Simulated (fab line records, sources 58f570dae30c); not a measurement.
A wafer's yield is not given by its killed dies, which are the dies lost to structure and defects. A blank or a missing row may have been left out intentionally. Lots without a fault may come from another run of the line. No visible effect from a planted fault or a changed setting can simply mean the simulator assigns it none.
fab line records | flow berkeley_cmos170
[record] lots = 14 | wafers = 42 | last_day = 12
route steps=331 shown START@4 NWELL@30 GATE@134 NSD@193
lots that met no fault: from a run of the same line without faults
start_h: the number of hours between the record's first day and the start of the first shown wafer of the lot | wait_h: time in hours since the lot's previous step | " same as the row above | L1.1+2: a single row standing in for several wafers | - no value, or no start was given | * or withheld: withheld | < > ~ a bound
route shown NAME@n: a module of which the file shows steps, and the number in the route of the first | usual: mean/standard deviation of fault-free wafers | same: alike in all rows | chamber/n: place in a boat | sites: the reading at each site | _std_site: how widely they spread, as a standard deviation | _edge_site: outer sites' mean less inner sites' | radius_mm: for every site, how far away it sits from the centre of the wafer | mask NAME#n: copy n | behind: the most recent tool/chamber to have shaped the wafer | hold: the reason the lot was held/the length of the hold in hours/how it ended | device: the transistor (n, p or np) that didn't switch | end of line: tests run on the same wafers once the route is complete | where a step has no rows: the recipe by itself | killed: not the wafer's yield, but the dies lost to structure and defects at the first sort | map: a wafer's dies, marking killed ones x, the rest . and places with no die _
set.NAME: the setting the step ran with; set.NAME@STEP: the setting that earlier step ran with | model.NAME: the simulator's own value behind a step, which no gauge read
steps of the route over a sample of lots; a table a step, a row a wafer
[[steps]]
[step UCB170_START_THK_MEAS_03]
[recipe] reads = SiO2_of_START_OXIDATION_02
[usual] START_OXIDE_THK = 20.1/0.31
lot.wafer | tool          | chamber | start_h | wait_h | START_OXIDE_THK[nm]
L694.1    | film_metro-01 | -       | 13.51   | 0.0    | 20.2
L694.2    | "             | -       | "       | "      | 20.5
L694.5    | "             | -       | "       | "      | 20.2
L695.2    | film_metro-03 | -       | 19.02   | 0.0    | 19.5
L695.3    | "             | -       | "       | "      | 19.3
L695.4    | "             | -       | "       | "      | 19.2
L696.1    | film_metro-03 | -       | 23.19   | 0.0    | 20.6
L696.3    | "             | -       | "       | "      | 20.3
L696.6    | "             | -       | "       | "      | 20.3
L697.1    | film_metro-01 | -       | 28.26   | 0.0    | 19.8
L697.3    | "             | -       | "       | "      | 19.8
L697.4    | "             | -       | "       | "      | 19.9
L698.1    | film_metro-02 | -       | 35.50   | 0.0    | 20.3
L698.2    | "             | -       | "       | "      | 20.1
L698.4    | "             | -       | "       | "      | 20.2
L700.3    | film_metro-02 | -       | 46.75   | 0.0    | 20.2
L700.4    | "             | -       | "       | "      | 20.0
L700.5    | "             | -       | "       | "      | 20.2
L701.2    | film_metro-01 | -       | 49.27   | 0.0    | 19.9
L701.4    | "             | -       | "       | "      | 20.2
L701.6    | "             | -       | "       | "      | 20.3
L704.1    | film_metro-02 | -       | 65.51   | 0.0    | 19.8
L704.3    | "             | -       | "       | "      | 19.4
L704.6    | "             | -       | "       | "      | 19.5
L705.1    | film_metro-03 | -       | 70.69   | 0.0    | 19.9
L705.4    | "             | -       | "       | "      | 20.4
L705.5    | "             | -       | "       | "      | 20.3
L706.1    | film_metro-03 | -       | 77.62   | 0.0    | 19.8
L706.4    | "             | -       | "       | "      | 19.8
L706.6    | "             | -       | "       | "      | 19.8
L707.1    | film_metro-01 | -       | 77.62   | 0.0    | 20.1
L707.2    | "             | -       | "       | "      | 20.3
L707.4    | "             | -       | "       | "      | 19.9
L712.1    | film_metro-02 | -       | 103.97  | 0.0    | 20.3
L712.2    | "             | -       | "       | "      | 20.3
L712.6    | "             | -       | "       | "      | 20.4
L715.1    | film_metro-02 | -       | 120.00  | 0.0    | 19.8
L715.2    | "             | -       | "       | "      | 20.0
L715.4    | "             | -       | "       | "      | 19.7
L716.1    | film_metro-02 | -       | 127.11  | 0.0    | 20.3
L716.5    | "             | -       | "       | "      | 20.6
L716.6    | "             | -       | "       | "      | 20.3
[step UCB170_NWELL_TW_MEAS_16]
[usual] NWELL_TW = 1243/8.6
lot.wafer | tool          | chamber | start_h | wait_h | NWELL_TW
L694.1    | film_metro-03 | -       | 30.30   | 0.1    | 1239
L694.2    | "             | -       | "       | "      | 1234
L694.5    | "             | -       | "       | "      | 1240
L695.2    | film_metro-03 | -       | 30.59   | 0.1    | 1237
L695.3    | "             | -       | "       | "      | 1230
L695.4    | "             | -       | "       | "      | 1235
L696.1    | film_metro-01 | -       | 37.01   | 0.1    | 1240
L696.3    | "             | -       | "       | "      | 1256
L696.6    | "             | -       | "       | "      | 1244
L697.1    | film_metro-04 | -       | 43.96   | 0.1    | 1262
L697.3    | "             | -       | "       | "      | 1266
L697.4    | "             | -       | "       | "      | 1260
L698.1    | film_metro-01 | -       | 55.59   | 0.1    | 1242
L698.2    | "             | -       | "       | "      | 1248
L698.4    | "             | -       | "       | "      | 1245
L700.3    | film_metro-01 | -       | 68.68   | 0.1    | 1250
L700.4    | "             | -       | "       | "      | 1241
L700.5    | "             | -       | "       | "      | 1247
L701.2    | film_metro-03 | -       | 72.95   | 0.1    | 1233
L701.4    | "             | -       | "       | "      | 1231
L701.6    | "             | -       | "       | "      | 1228
L704.1    | film_metro-03 | -       | 87.67   | 0.1    | 1232
L704.3    | "             | -       | "       | "      | 1237
L704.6    | "             | -       | "       | "      | 1232
L705.1    | film_metro-01 | -       | 93.96   | 0.1    | 1247
L705.4    | "             | -       | "       | "      | 1250
L705.5    | "             | -       | "       | "      | 1236
L707.1    | film_metro-04 | -       | 98.35   | 0.1    | 1246
L707.2    | "             | -       | "       | "      | 1256
L707.4    | "             | -       | "       | "      | 1246
L706.1    | film_metro-01 | -       | 98.60   | 0.1    | 1249
L706.4    | "             | -       | "       | "      | 1251
L706.6    | "             | -       | "       | "      | 1248
L712.1    | film_metro-01 | -       | 120.81  | 0.1    | 1238
L712.2    | "             | -       | "       | "      | 1245
L712.6    | "             | -       | "       | "      | 1239
L715.1    | film_metro-04 | -       | 139.47  | 0.1    | 1248
L715.2    | "             | -       | "       | "      | 1251
L715.4    | "             | -       | "       | "      | 1254
L716.1    | film_metro-04 | -       | 141.68  | 0.1    | 1250
L716.5    | "             | -       | "       | "      | 1244
L716.6    | "             | -       | "       | "      | 1247
[step UCB170_GATE_SOFTBAKE_08]
[recipe] resist = KrF | temp_c = 130 | time_s = 60
[usual] heater_power_total_W = 56.80/0.048 | run_length_s = 89.29/0.18
lot.wafer | tool           | chamber | start_h | wait_h | heater_power_total_W | run_length_s
L696.1    | litho_track-03 | 0       | 132     | -      | 56.82                | 89.46
L696.3    | "              | 0       | "       | "      | 56.80                | 89.34
L696.6    | "              | 0       | "       | "      | 56.72                | 89.57
L694.1    | litho_track-04 | 0       | 132     | -      | 56.74                | 89.31
L694.2    | "              | 0       | "       | "      | 56.77                | 89.18
L694.5    | "              | 0       | "       | "      | 56.77                | 89.20
L695.2    | litho_track-01 | 0       | 132     | -      | 56.82                | 89.24
L695.3    | "              | 0       | 133     | -      | 56.85                | 89.03
L695.4    | "              | 0       | "       | "      | 56.85                | 89.10
L697.1    | litho_track-03 | 0       | 138     | -      | 56.85                | 89.47
L697.3    | "              | 0       | "       | "      | 56.78                | 89.50
L697.4    | "              | 0       | "       | "      | 56.73                | 89.52
L698.1    | litho_track-04 | 0       | 150     | -      | 56.67                | 89.08
L698.2    | "              | 0       | "       | "      | 56.71                | 89.03
L698.4    | "              | 0       | "       | "      | 56.82                | 89.13
L701.2    | litho_track-04 | 0       | 151     | -      | 56.81                | 89.25
L701.4    | "              | 0       | "       | "      | 56.78                | 89.02
L701.6    | "              | 0       | "       | "      | 56.84                | 89.20
L700.3    | litho_track-03 | 0       | 151     | -      | 56.80                | 89.48
L700.4    | "              | 0       | "       | "      | 56.70                | 89.56
L700.5    | "              | 0       | "       | "      | 56.76                | 89.75
L705.1    | litho_track-03 | 0       | 176     | -      | 56.72                | 89.71
L705.4    | "              | 0       | "       | "      | 56.86                | 89.49
L705.5    | "              | 0       | "       | "      | 56.76                | 89.39
L704.1    | litho_track-01 | 0       | 176     | -      | 56.76                | 89.11
L704.3    | "              | 0       | "       | "      | 56.82                | 89.23
L704.6    | "              | 0       | "       | "      | 56.88                | 89.22
L706.1    | litho_track-03 | 0       | 176     | -      | 62.74                | 71.45
L706.4    | "              | 0       | "       | "      | 62.79                | 71.53
L706.6    | "              | 0       | "       | "      | 62.72                | 71.44
L707.1    | litho_track-03 | 0       | 188     | -      | 62.78                | 71.40
L707.2    | "              | 0       | "       | "      | 62.79                | 71.50
L707.4    | "              | 0       | "       | "      | 62.77                | 71.53
L712.1    | litho_track-01 | 0       | 208     | -      | 56.86                | 89.33
L712.2    | "              | 0       | "       | "      | 56.80                | 89.07
L712.6    | "              | 0       | "       | "      | 56.86                | 89.11
L715.1    | litho_track-04 | 0       | 225     | -      | 56.78                | 89.16
L715.2    | "              | 0       | "       | "      | 56.85                | 89.08
L715.4    | "              | 0       | "       | "      | 56.81                | 89.16
L716.1    | litho_track-04 | 0       | 229     | -      | 56.84                | 89.36
L716.5    | "              | 0       | "       | "      | 56.75                | 89.20
L716.6    | "              | 0       | "       | "      | 56.78                | 89.10
[step UCB170_GATE_CD_MEAS_12]
[recipe] target_cd_nm = 350
[usual] cd_nm = 350.4/1.2
lot.wafer | tool      | chamber | start_h | wait_h | cd_nm
L696.1    | cd_sem-01 | -       | 133.93  | -      | 350.5
L696.3    | "         | -       | "       | "      | 349.2
L696.6    | "         | -       | "       | "      | 349.3
L694.1    | cd_sem-01 | -       | 134.08  | -      | 352.5
L694.2    | "         | -       | "       | "      | 351.4
L694.5    | "         | -       | "       | "      | 352.0
L695.2    | cd_sem-02 | -       | 134.19  | -      | 349.5
L695.3    | "         | -       | "       | "      | 350.4
L695.4    | "         | -       | "       | "      | 350.5
L697.1    | cd_sem-02 | -       | 140.04  | -      | 348.7
L697.3    | "         | -       | "       | "      | 349.4
L697.4    | "         | -       | "       | "      | 348.7
L698.1    | cd_sem-02 | -       | 150.97  | -      | 350.5
L698.2    | "         | -       | "       | "      | 349.4
L698.4    | "         | -       | "       | "      | 348.6
L700.3    | cd_sem-02 | -       | 152.39  | -      | 349.8
L700.4    | "         | -       | "       | "      | 349.2
L700.5    | "         | -       | "       | "      | 349.6
L701.2    | cd_sem-01 | -       | 152.61  | -      | 348.0
L701.4    | "         | -       | "       | "      | 349.4
L701.6    | "         | -       | "       | "      | 349.3
L705.1    | cd_sem-01 | -       | 177.13  | -      | 353.9
L705.4    | "         | -       | "       | "      | 351.8
L705.5    | "         | -       | "       | "      | 350.5
L704.1    | cd_sem-01 | -       | 177.33  | -      | 352.4
L704.3    | "         | -       | "       | "      | 351.9
L704.6    | "         | -       | "       | "      | 352.1
L706.1    | cd_sem-02 | -       | 177.45  | -      | 354.8
L706.4    | "         | -       | "       | "      | 355.8
L706.6    | "         | -       | "       | "      | 354.2
L707.1    | cd_sem-01 | -       | 189.54  | -      | 354.5
L707.2    | "         | -       | "       | "      | 353.9
L707.4    | "         | -       | "       | "      | 353.1
L712.1    | cd_sem-02 | -       | 208.90  | -      | 350.5
L712.2    | "         | -       | "       | "      | 352.0
L712.6    | "         | -       | "       | "      | 350.7
L715.1    | cd_sem-02 | -       | 225.92  | -      | 348.9
L715.2    | "         | -       | "       | "      | 347.5
L715.4    | "         | -       | "       | "      | 349.2
L716.1    | cd_sem-01 | -       | 230.70  | -      | 352.1
L716.5    | "         | -       | "       | "      | 351.3
L716.6    | "         | -       | "       | "      | 352.1
[step UCB170_NSD_CD_MEAS_06]
[recipe] target_cd_nm = 1200
[usual] cd_nm = 1199.6/1.5
lot.wafer | tool      | chamber | start_h | wait_h | cd_nm
L696.1    | cd_sem-02 | -       | 147.97  | -      | 1199.8
L696.3    | "         | -       | "       | "      | 1199.6
L696.6    | "         | -       | "       | "      | 1199.2
L695.2    | cd_sem-01 | -       | 148.14  | -      | 1200.7
L695.3    | "         | -       | "       | "      | 1199.8
L695.4    | "         | -       | "       | "      | 1197.0
L694.1    | cd_sem-01 | -       | 148.40  | -      | 1198.7
L694.2    | "         | -       | "       | "      | 1198.0
L694.5    | "         | -       | "       | "      | 1197.1
L697.1    | cd_sem-02 | -       | 151.29  | -      | 1196.9
L697.3    | "         | -       | "       | "      | 1197.5
L697.4    | "         | -       | "       | "      | 1196.1
L698.1    | cd_sem-02 | -       | 163.93  | -      | 1201.9
L698.2    | "         | -       | "       | "      | 1202.0
L698.4    | "         | -       | "       | "      | 1201.2
L701.2    | cd_sem-01 | -       | 164.13  | -      | 1199.6
L701.4    | "         | -       | "       | "      | 1199.3
L701.6    | "         | -       | "       | "      | 1199.9
L700.3    | cd_sem-02 | -       | 164.42  | -      | 1200.1
L700.4    | "         | -       | "       | "      | 1201.0
L700.5    | "         | -       | "       | "      | 1201.6
L705.1    | cd_sem-01 | -       | 188.83  | -      | 1199.6
L705.4    | "         | -       | "       | "      | 1199.0
L705.5    | "         | -       | "       | "      | 1199.3
L704.1    | cd_sem-01 | -       | 189.10  | -      | 1200.8
L704.3    | "         | -       | "       | "      | 1202.4
L704.6    | "         | -       | "       | "      | 1201.0
L706.1    | cd_sem-02 | -       | 189.26  | -      | 1198.1
L706.4    | "         | -       | "       | "      | 1197.7
L706.6    | "         | -       | "       | "      | 1200.3
L707.1    | cd_sem-01 | -       | 205.74  | -      | 1196.8
L707.2    | "         | -       | "       | "      | 1197.2
L707.4    | "         | -       | "       | "      | 1197.6
L712.1    | cd_sem-02 | -       | 222.87  | -      | 1201.8
L712.2    | "         | -       | "       | "      | 1202.0
L712.6    | "         | -       | "       | "      | 1201.9
L715.1    | cd_sem-01 | -       | 239.85  | -      | 1198.5
L715.2    | "         | -       | "       | "      | 1198.9
L715.4    | "         | -       | "       | "      | 1199.0
L716.1    | cd_sem-01 | -       | 246.80  | -      | 1200.7
L716.5    | "         | -       | "       | "      | 1199.6
L716.6    | "         | -       | "       | "      | 1199.5
[[key]]
[first_sign] step = UCB170_GATE_SOFTBAKE_08 | reading = heater_power_total_W | direction = up | sigmas = 99+ | usual = 56.80 | struck = 62.77
[effect] step = UCB170_GATE_SOFTBAKE_08 | reading = run_length_s | direction = down | sigmas = 97 | usual = * | struck = *
[effect] step = UCB170_GATE_CD_MEAS_12 | reading = cd_nm | direction = up | sigmas = 3.3 | usual = 350.4 | struck = 354.4 | through = control_loop
met_at UCB170_GATE_SOFTBAKE_08
struck_lots L706,L707
tester_left_out L706,L707
[loop_trim] step = UCB170_GATE_EXPOSE_09 | setting = dose | lots = L707
not_acting_at UCB170_START_THK_MEAS_03,UCB170_NWELL_TW_MEAS_16,UCB170_NSD_CD_MEAS_06
[fault] kind = process_parameter_drift | tool = litho_track-03 | chamber = - | onset_h = 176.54 | steps = UCB170_GATE_SOFTBAKE_08 | channel = time_s | offset = * | shape = step | end_h = 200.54 | acts_in = * | stated = *
// tester_left_out: of these lots the tester's yield and bins aren't shown, on N5 and GAA mostly nor the transistor test; their killed dies are dies lost to structure and defects alone, not to doping, threshold or leakage, so they don't give the yield
// loop_trim: a control loop set the setting to another value than it would have without faults
